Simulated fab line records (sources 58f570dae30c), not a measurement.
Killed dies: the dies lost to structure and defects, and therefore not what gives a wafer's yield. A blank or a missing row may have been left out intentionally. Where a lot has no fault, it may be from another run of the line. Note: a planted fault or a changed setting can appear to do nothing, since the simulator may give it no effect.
Which tool was responsible? -- flow berkeley_cmos170 -- 45 wafers from 15 lots sampled at 4 of the route's 331 steps

== WHAT THE GAUGES SHOWED, per wafer ==
UCB170_NSD_TW_MEAS_10. Usual: NSD_TW gives 4237 (standard deviation 19).
lot,measured,on,NSD_TW,flag
L472,day 8 05:36,film_metro-01,4208 4207 4186,
L473,day 8 06:05,film_metro-04,4235 4231 4231,
L475,day 9 06:51,film_metro-03,4217 4229 4246,
L474,day 9 07:09,film_metro-03,4258 4270 4251,
L477,day 9 23:32,film_metro-03,4251 4229 4234,
L479,day 10 14:26,film_metro-04,4227 4255 4220,
L478,day 10 14:38,film_metro-03,4257 4245 4240,
L480,day 10 14:44,film_metro-01,4228 4206 4213,
L481,day 11 12:41,film_metro-01,4474 4481 4464,OFF
L487,day 12 03:34,film_metro-04,4462 4460 4466,OFF
L486,day 12 03:53,film_metro-03,4455 4431 4428,OFF
L489,day 12 15:07,film_metro-03,4212 4248 4226,
L491,day 12 21:52,film_metro-04,4243 4241 4242,
L494,day 13 07:22,film_metro-01,4221 4222 4224,
L493,day 13 07:46,film_metro-01,4227 4233 4219,

UCB170_SDANNEAL_RS_MEAS_03: measures by four-point-probe. Usual: NSD_RS gives 37.03 ohm/sq (standard deviation 0.096).
lot,measured,on,NSD_RS (ohm/sq),flag
L472,day 8 06:55,film_metro-01,37.13 37.21 37.09,
L473,day 8 07:19,film_metro-03,37.01 37.04 37.00,
L475,day 9 08:11,film_metro-04,37.12 37.06 36.99,
L474,day 9 08:22,film_metro-03,37.03 37.11 36.98,
L477,day 10 00:46,film_metro-04,36.93 36.92 36.92,
L479,day 10 15:38,film_metro-01,37.16 37.29 37.14,
L478,day 10 15:52,film_metro-04,37.06 37.07 37.06,
L480,day 10 16:08,film_metro-03,36.90 36.97 37.07,
L481,day 11 14:17,film_metro-01,29.98 29.96 29.94,OFF
L487,day 12 05:05,film_metro-03,29.97 29.90 29.93,OFF
L486,day 12 05:38,film_metro-01,30.02 29.96 29.95,OFF
L489,day 12 16:35,film_metro-03,36.95 37.07 37.08,
L491,day 12 23:05,film_metro-04,37.04 37.08 36.93,
L494,day 13 08:47,film_metro-04,37.13 37.18 37.06,
L493,day 13 09:01,film_metro-03,36.99 37.06 36.99,

== TOOL THAT RAN EACH LOT (tool first, then ch and the chambers of the sampled wafers, then the start) ==
lot,UCB170_NSD_IMPLANT_08,UCB170_NSD_STRIP_09
L472,"implanter-01 ch 0, day 8 05:21","plasma_asher-03 ch 0,1, day 8 05:30"
L473,"implanter-01 ch 0, day 8 05:50","plasma_asher-03 ch 0,1, day 8 05:59"
L475,"implanter-01 ch 0, day 9 06:37","plasma_asher-02 ch 0, day 9 06:44"
L474,"implanter-02 ch 0, day 9 06:55","plasma_asher-01 ch 0,1, day 9 07:02"
L477,"implanter-02 ch 0, day 9 23:17","plasma_asher-03 ch 0,1, day 9 23:26"
L479,"implanter-04 ch 0, day 10 14:11","plasma_asher-02 ch 0,1, day 10 14:20"
L478,"implanter-01 ch 0, day 10 14:25","plasma_asher-03 ch 0,1, day 10 14:32"
L480,"implanter-02 ch 0, day 10 14:31","plasma_asher-01 ch 0,1, day 10 14:39"
L481,"implanter-01 ch 0, day 11 12:07","plasma_asher-02 ch 0,1, day 11 12:35"
L487,"implanter-04 ch 0, day 12 02:56","plasma_asher-03 ch 0,1, day 12 03:28"
L486,"implanter-01 ch 0, day 12 03:14","plasma_asher-03 ch 0,1, day 12 03:47"
L489,"implanter-02 ch 0, day 12 14:52","plasma_asher-02 ch 0,1, day 12 15:01"
L491,"implanter-02 ch 0, day 12 21:38","plasma_asher-02 ch 0,1, day 12 21:46"
L494,"implanter-04 ch 0, day 13 07:07","plasma_asher-02 ch 0,1, day 13 07:16"
L493,"implanter-02 ch 0, day 13 07:33","plasma_asher-01 ch 0,1, day 13 07:40"
- UCB170_NSD_IMPLANT_08
- UCB170_NSD_STRIP_09: strips in O2.

== WHAT THE TOOLS THEMSELVES READ (means of the sampled wafers that have a number; where no wafer has one, the mark that the record gives instead) ==
UCB170_NSD_IMPLANT_08. Usual: beam_on_s reads 10.01 s (standard deviation 0.22).
lot,tool,beam_on_s (s),flag
L472,implanter-01,10.09,
L473,implanter-01,9.99,
L475,implanter-01,10.09,
L474,implanter-02,10.00,
L477,implanter-02,10.16,
L479,implanter-04,9.97,
L478,implanter-01,10.07,
L480,implanter-02,9.80,
L481,implanter-01,9.94,
L487,implanter-04,9.98,
L486,implanter-01,9.90,
L489,implanter-02,10.18,
L491,implanter-02,10.08,
L494,implanter-04,10.04,
L493,implanter-02,10.32,

UCB170_NSD_STRIP_09. Usual: drypump_motor_current_A 5.8 A, standard deviation 0.68; oes_product_au 0.531 a.u., standard deviation 0.0051; strip_time_to_endpoint_s 36.13 s, standard deviation 0.065.
lot,tool,drypump_motor_current_A (A),oes_product_au (a.u.),strip_time_to_endpoint_s (s),flag
L472,plasma_asher-03,6.4,0.537,36.20,
L473,plasma_asher-03,6.4,0.536,36.13,
L475,plasma_asher-02,5.4,0.531,36.09,
L474,plasma_asher-01,5.4,0.527,36.12,
L477,plasma_asher-03,6.4,0.533,36.20,
L479,plasma_asher-02,5.0,0.529,36.08,
L478,plasma_asher-03,6.5,0.531,36.09,
L480,plasma_asher-01,5.8,0.533,36.12,
L481,plasma_asher-02,5.0,0.479,43.25,OFF
L487,plasma_asher-03,6.5,0.485,43.21,OFF
L486,plasma_asher-03,6.4,0.485,43.16,OFF
L489,plasma_asher-02,5.2,0.530,36.09,
L491,plasma_asher-02,5.0,0.530,36.13,
L494,plasma_asher-02,5.0,0.526,36.17,
L493,plasma_asher-01,5.4,0.532,36.03,

== THE ANSWER, worked out from the rows above alone ==
Rule: a lot is off if the mean of its wafers that have a number lies more than 3 standard deviations from the usual mean. Also off: a lot with no number at a reading for which 4 or more lots have one. All remaining lots with rows at the step are treated as sound. First the gauges in route order, then the tools' own readings, where a lot's mean is used as printed above. The first step at which some lot is off is used, and at that step the reading that is off furthest; a lot without a number counts as furthest.
Off: L481, L487, L486, at UCB170_NSD_TW_MEAS_10 (NSD_TW).
A tool fits if, at a process step before that reading, it ran every lot that is off, and no sound lot after the first of them. The gauges at UCB170_NSD_TW_MEAS_10 aren't tried: what is off there is off at UCB170_NSD_STRIP_09 too, on other tools, and a gauge's error can't cause that. No candidate that was tried fits.

== WHAT WAS PUT IN BY THE SIMULATOR ==
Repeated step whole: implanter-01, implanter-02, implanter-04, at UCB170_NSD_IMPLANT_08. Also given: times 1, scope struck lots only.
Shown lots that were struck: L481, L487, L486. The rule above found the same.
